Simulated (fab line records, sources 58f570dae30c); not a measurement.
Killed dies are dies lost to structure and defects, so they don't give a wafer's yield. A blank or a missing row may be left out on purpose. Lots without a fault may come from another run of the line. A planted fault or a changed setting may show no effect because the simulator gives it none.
fab line records | flow berkeley_cmos170
record lots=6 wafers=18 last_day=13
route steps=331 shown NWELL@16 M3@331
lots that met no fault: from a run of the same line without faults
start_h: hours from the record's first day to the start of the lot's first wafer shown | wait_h: hours since the lot's step before | " the same as in the row above | L1.1+2: a row that stands for several wafers | - no value, or no start given | * or withheld: withheld | < > ~ a bound
route shown NAME@n: a module of which the file shows steps, and the number in the route of the first | usual: mean/standard deviation of fault-free wafers | same: alike in all rows | chamber/n: place in a boat | sites: the reading at each site | _std_site: their standard deviation | _edge_site: outer sites' mean less inner sites' | radius_mm: how far each site lies from the wafer's centre | mask NAME#n: copy n | behind: the tool/chamber that last shaped the wafer | hold: why the lot was held/for how many hours/how that ended | device: the transistor (n, p or np) that didn't switch | end of line: the same wafers' tests at the end of the route | a step without rows: its recipe alone | killed: dies lost to structure and defects at the first sort, not the wafer's yield | map: a wafer's dies, x killed, . not, _ none there
set.NAME: the setting as run; set.NAME@STEP: as run at that earlier step | model.NAME: the simulator's own value behind a step, which no gauge read
lots at some steps of the route; a table a step, a row a wafer
services: from which hour (start_h, from the record's first day; less than 0 if before it) a tool's chamber was out of use, for how many hours, and why
## steps
# step UCB170_NWELL_THK_MEAS_02
# recipe reads=SiO2_of_NWELL_OXIDATION_01
# usual NWELL_OXIDE_THK=26.6/0.42
# columns lot.wafer tool chamber start_h wait_h NWELL_OXIDE_THK[nm]
L809.1 film_metro-04 - 62.06 0.0 26.5
L809.3 " - " " 26.6
L809.4 " - " " 26.1
L811.1 film_metro-01 - 70.13 0.0 26.7
L811.3 " - " " 26.3
L811.4 " - " " 26.7
L815.4 film_metro-02 - 84.85 0.0 26.7
L815.5 " - " " 26.2
L815.6 " - " " 26.7
L820.2 film_metro-04 - 114.44 0.0 26.7
L820.5 " - " " 27.2
L820.6 " - " " 27.3
L822.1 film_metro-02 - 123.34 0.0 26.6
L822.4 " - " " 26.9
L822.6 " - " " 26.4
L824.4 film_metro-04 - 131.36 0.0 26.0
L824.5 " - " " 26.0
L824.6 " - " " 25.7
# step UCB170_NWELL_ANNEAL_03
# recipe temp_c=1000 time_s=900 ambient=N2
# step UCB170_NWELL_CVD_04
# recipe material=Si3N4 target_thk_nm=224 temp_c=800 precursor=SiH2Cl2/NH3 time_s=3360 pressure_mtorr=200 sih2cl2_flow_sccm=25 nh3_flow_sccm=75
# step UCB170_NWELL_THK_MEAS_05
# recipe reads=Si3N4_of_NWELL_CVD_04
# usual NWELL_NITRIDE_THK=222.4/1.9
# columns lot.wafer tool chamber start_h wait_h NWELL_NITRIDE_THK[nm]
L809.1 film_metro-04 - 70.13 0.0 223.3
L809.3 " - " " 222.2
L809.4 " - " " 222.7
L811.1 film_metro-01 - 79.81 0.0 225.9
L811.3 " - " " 224.0
L811.4 " - " " 222.6
L815.4 film_metro-04 - 90.99 0.0 223.3
L815.5 " - " " 222.7
L815.6 " - " " 223.0
L820.2 film_metro-02 - 121.28 0.0 224.1
L820.5 " - " " 223.8
L820.6 " - " " 225.8
L822.1 film_metro-02 - 133.16 0.0 222.5
L822.4 " - " " 222.9
L822.6 " - " " 221.8
L824.4 film_metro-04 - 139.73 0.0 223.5
L824.5 " - " " 220.0
L824.6 " - " " 220.2
# step UCB170_NWELL_HMDS_06
# recipe prime_time_s=60 prime_temp_c=100
# step UCB170_NWELL_COAT_07
# recipe resist=KrF spin_rpm=1500 resist_thk_nm=900
# step UCB170_NWELL_SOFTBAKE_08
# recipe resist=KrF temp_c=130 time_s=60
# step UCB170_NWELL_EXPOSE_09
# recipe mask_id=NWELL target_cd_nm=3000 na=0.5 sigma_outer=0.6 source_shape=conventional dose_mj=25
# step UCB170_NWELL_PEB_10
# recipe peb_temp_c=130 peb_time_s=withheld resist=KrF
# step UCB170_NWELL_DEVELOP_11
# recipe developer=TMAH develop_time_s=45 resist=KrF dev_temp_c=21
# step UCB170_NWELL_OVL_MEAS_12
# usual NWELL_OVL=0/5.1
# columns lot.wafer tool chamber start_h wait_h NWELL_OVL[nm]
L809.1 overlay-02 - 72.94 - -3
L809.3 " - " " -4
L809.4 " - " " -8
L811.1 overlay-01 - 81.28 - 4
L811.3 " - " " -1
L811.4 " - " " 10
L815.4 overlay-02 - 93.49 - -6
L815.5 " - " " 4
L815.6 " - " " -5
L820.2 overlay-02 - 122.31 - -5
L820.5 " - " " 2
L820.6 " - " " 4
L822.1 overlay-01 - 135.74 - -1
L822.4 " - " " -8
L822.6 " - " " 1
L824.4 overlay-01 - 141.23 - -11
L824.5 " - " " -8
L824.6 " - " " -15
# step UCB170_NWELL_ETCH_13
# recipe chemistry=CH3F/Ar/O2 target=Si3N4 stop_on=SiO2 CH3F_flow_sccm=20 Ar_flow_sccm=50 O2_flow_sccm=7 pressure_mtorr=50 rf_w=450 target_depth_a=2464 over_etch_frac=0.1 time_s=154
# usual drypump_motor_current_A=5.78/0.29 oes_product_au=0.942/0.018 throttle_valve_pct=8.02/0.081
# columns lot.wafer tool chamber start_h wait_h drypump_motor_current_A oes_product_au rf_hours_counter_h throttle_valve_pct
L809.1 rie_diel-03 1 72.98 0.0 5.83 0.909 9 8.09
L809.3 " 2 " " 5.77 0.951 9 8.03
L809.4 " 3 " " 5.90 0.923 1 8.09
L811.1 rie_diel-01 1 81.32 0.0 5.43 0.943 63 8.22
L811.3 " 0 " " 5.49 0.935 115 7.99
L811.4 " 2 " " 5.15 0.938 121 8.00
L815.4 rie_diel-03 2 93.51 0.0 5.79 0.959 10 8.05
L815.5 " 2 " " 5.80 0.958 - 8.03
L815.6 " 3 " " 5.92 0.922 - 8.11
L820.2 rie_diel-01 2 122.34 0.0 5.16 0.936 123 7.99
L820.5 " 2 " " 5.15 0.941 - 7.97
L820.6 " 1 " " 5.43 0.939 - 8.19
L822.1 rie_diel-04 2 135.78 0.0 5.86 0.959 15 8.04
L822.4 " 3 " " 5.68 0.948 16 7.95
L822.6 " 2 " " 5.87 0.965 - 8.04
L824.4 rie_diel-01 2 141.30 0.1 5.16 0.931 - 7.99
L824.5 " 0 " " 5.47 0.939 - 7.99
L824.6 " 3 " " 6.12 0.938 - 8.03
# step UCB170_NWELL_IMPLANT_14
# recipe species=P dose_cm2=1e+13 energy_kev=150 tilt_deg=7
# usual beam_energy_keV=150.00/0.049 beam_on_s=10.01/0.2 dose_ions_cm2=9.997e+12/1.1e+10
# columns lot.wafer tool chamber start_h wait_h beam_energy_keV beam_on_s dose_ions_cm2 model.implant.rp_nm model.implant.drp_nm
L809.1 implanter-02 0 73.08 0.1 149.85 10.05 9.992e+12 184.2 62.72
L809.3 " 0 " " 149.91 10.33 9.975e+12 184.2 62.72
L809.4 " 0 " " 149.96 10.23 9.985e+12 184.2 62.72
L811.1 implanter-02 0 81.42 0.1 183.11 10.08 1.001e+13 233.4 72.68
L811.3 " 0 " " 183.00 10.21 1.0017e+13 233.4 72.68
L811.4 " 0 " " 183.12 10.31 1.0012e+13 233.4 72.68
L815.4 implanter-02 0 93.68 0.1 182.97 10.06 9.993e+12 235.7 72.68
L815.5 " 0 " " 182.93 10.06 1.0003e+13 235.7 72.68
L815.6 " 0 " " 183.05 9.86 1.0002e+13 235.7 72.68
L820.2 implanter-03 0 122.46 0.1 149.94 10.01 9.992e+12 188.6 62.72
L820.5 " 0 " " 149.91 10.19 9.978e+12 188.6 62.72
L820.6 " 0 " " 149.92 9.68 1.001e+13 188.6 62.72
L822.1 implanter-01 0 135.88 0.1 150.02 10.33 9.989e+12 183.1 62.72
L822.4 " 0 " " 150.02 9.76 9.975e+12 183.1 62.72
L822.6 " 0 " " 149.98 10.06 9.996e+12 183.1 62.72
L824.4 implanter-03 0 141.43 0.1 150.08 10.19 9.99e+12 186.5 62.72
L824.5 " 0 " " 150.00 10.05 9.993e+12 186.5 62.72
L824.6 " 0 " " 150.04 9.83 9.975e+12 186.5 62.72
# step UCB170_NWELL_STRIP_15
# recipe chemistry=O2 power_w=400 pressure_mtorr=3500 platen_temp_c=withheld o2_flow_sccm=400 overash_fraction=0.5
# usual drypump_motor_current_A=5.7/0.45 oes_product_au=0.721/0.0046 strip_time_to_endpoint_s=18.07/0.067
# columns lot.wafer tool chamber start_h wait_h drypump_motor_current_A oes_product_au rf_hours_counter_h strip_time_to_endpoint_s
L809.1 plasma_asher-01 1 73.23 0.1 5.8 0.724 37 18.15
L809.3 " 1 " " 5.8 0.727 - 18.18
L809.4 " 0 " " 5.5 0.722 - 18.10
L811.1 plasma_asher-03 1 81.57 0.1 5.6 0.720 24 18.10
L811.3 " 1 " " 5.6 0.717 - 18.07
L811.4 " 0 " " 5.4 0.722 - 18.18
L815.4 plasma_asher-01 0 93.79 0.1 5.5 0.727 - 18.12
L815.5 " 1 " " 5.7 0.714 - 18.07
L815.6 " 0 " " 5.5 0.726 - 18.03
L820.2 plasma_asher-03 1 122.59 0.1 5.6 0.719 27 18.07
L820.5 " 0 " " 5.4 0.716 - 18.12
L820.6 " 1 " " 5.6 0.715 - 18.05
L822.1 plasma_asher-02 0 136.03 0.1 5.2 0.721 41 18.10
L822.4 " 0 " " 5.2 0.720 - 18.15
L822.6 " 1 " " 6.6 0.715 - 18.09
L824.4 plasma_asher-03 0 141.54 0.1 5.4 0.713 - 18.07
L824.5 " 1 " " 5.6 0.721 - 18.04
L824.6 " 0 " " 5.4 0.726 - 18.02
# step UCB170_NWELL_TW_MEAS_16
# usual NWELL_TW=1234/10
# columns lot.wafer tool chamber start_h wait_h NWELL_TW
L809.1 film_metro-01 - 73.33 0.1 1243
L809.3 " - " " 1243
L809.4 " - " " 1234
L811.1 film_metro-02 - 81.67 0.1 1287
L811.3 " - " " 1284
L811.4 " - " " 1286
L815.4 film_metro-01 - 93.89 0.1 1292
L815.5 " - " " 1289
L815.6 " - " " 1294
L820.2 film_metro-02 - 122.70 0.1 1239
L820.5 " - " " 1236
L820.6 " - " " 1240
L822.1 film_metro-01 - 136.13 0.1 1258
L822.4 " - " " 1249
L822.6 " - " " 1249
L824.4 film_metro-04 - 141.63 0.1 1228
L824.5 " - " " 1223
L824.6 " - " " 1223
# step UCB170_NWELL_CLEAN_17
# recipe chemistry=SPM temp_c=120 time_s=600
# step UCB170_M3_PROBE_99
# columns lot.wafer tool chamber start_h wait_h model.etest.nwell_pinched.rs_ohm_sq model.etest.nwell.rs_ohm_sq model.etest.nwell.line_ohm_um
L809.1 prober-01 - 230.72 0.1 1299 871.9 366.8
L809.3 prober-01 - 230.82 0.2 1305 871.8 369.6
L809.4 prober-01 - 230.87 0.2 1291 869.7 361.2
L811.3 prober-02 - 233.04 0.2 1271 840.6 358.8
L811.4 prober-02 - 233.09 0.2 1269 847.7 358.4
L815.4 prober-02 - 234.05 0.2 1257 845.8 356.9
L815.5 prober-02 - 234.10 0.2 1254 847.7 356
L815.6 prober-02 - 234.15 0.2 1245 839.1 353.2
L820.2 prober-01 - 276.62 0.1 1284 861.2 364.5
L820.5 prober-01 - 276.77 0.2 1286 860.7 358.7
L820.6 prober-01 - 276.82 0.2 1295 856.6 362.5
L824.4 prober-02 - 304.54 0.2 1285 863.2 371.5
L824.5 prober-02 - 304.59 0.2 1294 872.2 366.1
L824.6 prober-02 - 304.64 0.2 1288 865.7 365.2
L822.1 prober-02 - 306.73 0.1 1306 874 363.1
L822.4 prober-02 - 306.88 0.2 1312 874.9 364.1
L822.6 prober-02 - 306.98 0.2 1321 870.9 366.2
# killed by level:class
L809.1 SILICIDE:geometric_particle:short=3 SILICIDE:geometric_particle:open=2 FIELD:geometric_particle:open=1 GATE:geometric_particle:short=1 ACTIVE:coat_microbubble_printed=1
L809.3 NWELL:geometric_particle:short=1 SPACER:geometric_particle:open=1 SILICIDE:geometric_particle:open=1 M1:geometric_particle:short=1
L809.4 FIELD:geometric_particle:short=1 SPACER:geometric_particle:open=1 M1:geometric_particle:short=1
L815.4 GATE:geometric_particle:short=1 SILICIDE:geometric_particle:open=1 M1:geometric_particle:short=1 M2:geometric_particle:short=1
L815.5 START:geometric_particle:short=1 SACOX:geometric_particle:open=1
L815.6 SILICIDE:geometric_particle:open=1 M1:geometric_particle:short=1
L820.2 GATE:geometric_particle:short=2 M2:geometric_particle:short=2 M3:geometric_particle:short=1
L820.6 ACTIVE:geometric_particle:short=1 M2:geometric_particle:short=1
L824.4 FIELD:geometric_particle:short=1 SPACER:geometric_particle:open=1 V1:geometric_particle:short=1
L824.5 SILICIDE:geometric_particle:short=2 SPACER:geometric_particle:open=1 SPACER:geometric_particle:short=1 M2:geometric_particle:short=1
L824.6 SPACER:geometric_particle:short=1 SILICIDE:geometric_particle:open=1
L822.1 GATE:geometric_particle:short=1 M2:geometric_particle:short=1 M3:geometric_particle:short=1
L822.4 NWELL:geometric_particle:open=1 SACOX:geometric_particle:open=1
L822.6 START:geometric_particle:open=1 GATE:geometric_particle:open=1 SILICIDE:geometric_particle:short=1 ACTIVE:area_etch=1
## services
# columns tool chamber start_h hours kind
rie_diel-04 0 51.76 - clean
rie_diel-04 0 51.76 18.3 scheduled_down
rie_diel-04 0 51.76 18.3 vent_cycle
plasma_asher-03 - 82.55 4.3 pm
implanter-02 - 86.51 4.7 repair
plasma_asher-02 - 87.91 1.6 repair
plasma_asher-03 - 90.33 4.0 repair
rie_diel-04 3 98.56 7.5 repair
rie_diel-01 1 99.89 4.9 repair
implanter-03 - 126.08 4.3 repair
implanter-02 - 131.97 2.8 repair
rie_diel-01 1 135.95 18.5 repair
rie_diel-04 2 136.30 3.8 repair
rie_diel-04 3 140.62 15.6 repair
## key
first_sign step=UCB170_NWELL_IMPLANT_14 reading=beam_energy_keV direction=up sigmas=99+ usual=150.00 struck=183.03
effect step=UCB170_NWELL_TW_MEAS_16 reading=NWELL_TW direction=up sigmas=5.3 usual=1234 struck=1289
model_effect step=UCB170_NWELL_IMPLANT_14 value=implant.rp_nm without=191 struck=234.6
model_effect step=UCB170_M3_PROBE_99 value=etest.nwell_pinched.rs_ohm_sq without=1293 struck=1259
met_at UCB170_NWELL_IMPLANT_14
struck_wafers L811.1,L811.3,L811.4,L815.4,L815.5,L815.6
sort_left_out L811.1,L811.3,L811.4
tester_left_out L811,L815
onset_between 73.08 81.42
fault kind=process_parameter_drift tool=implanter-02 chamber=- onset_h=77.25 steps=UCB170_NWELL_IMPLANT_14 channel=energy_kev offset=33 shape=step end_h=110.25 acts_in=these_recipes_only stated=150
# tester_left_out: of these lots the tester's yield and bins aren't shown, on N5 and GAA mostly nor the transistor test; their killed dies are dies lost to structure and defects alone, not to doping, threshold or leakage, so they don't give the yield
# sort_left_out: the simulated sort isn't trusted on such a fault, so these wafers' sort isn't shown, and their yield isn't known
